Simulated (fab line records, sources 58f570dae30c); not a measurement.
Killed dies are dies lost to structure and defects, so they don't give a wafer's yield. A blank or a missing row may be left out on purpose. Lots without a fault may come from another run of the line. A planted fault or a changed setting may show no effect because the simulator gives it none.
Chamber matching | flow berkeley_cmos170 | UCB170_ZERO_ETCH_06 on rie_diel-01: 4 sister chambers
The step etches SiO2 in CHF3/CF4/Ar, time 12 s. 4 wafers are shown with their chamber, then 7 later ones without.

WAFERS WITH THEIR CHAMBER
wafer  | chamber | throttle_valve_pct (%)
L284.6 | 3       | 9.20
L289.4 | 1       | 9.58
L295.1 | 0       | 9.21
L295.5 | 2       | 9.28

WAFERS WITHOUT THEIR CHAMBER
wafer  | throttle_valve_pct (%)
L295.6 | 9.55
L298.1 | 9.58
L298.3 | 9.21
L298.6 | 9.30
L299.2 | 9.21
L299.4 | 9.59
L299.5 | 9.28

WHICH CHAMBER EACH WENT THROUGH
wafer  | from the rows above     | in truth
L295.6 | 1                       | 1
L298.1 | 1                       | 1
L298.3 | can't be placed: 0 or 3 | 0
L298.6 | 2                       | 2
L299.2 | can't be placed: 0 or 3 | 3
L299.4 | 1                       | 1
L299.5 | 2                       | 2
Placed correctly: 5 of 7. Can't be placed from these rows: 2 (the true chamber is among the candidates in 2). Placed wrongly: 0.
How it was worked out, from the rows above alone: a wafer's distance from a chamber is the root of the sum, over the readings, of the square of ((its reading less the chamber's mean) divided by the reading's scatter). The wafer belongs to the nearest chamber; if the next one is less than 2 further off, it can't be placed. A chamber's mean is the mean of its shown wafers. The scatter: with one shown wafer a chamber, the root of the mean of the squares of how far each hidden wafer lies from its nearest shown one.
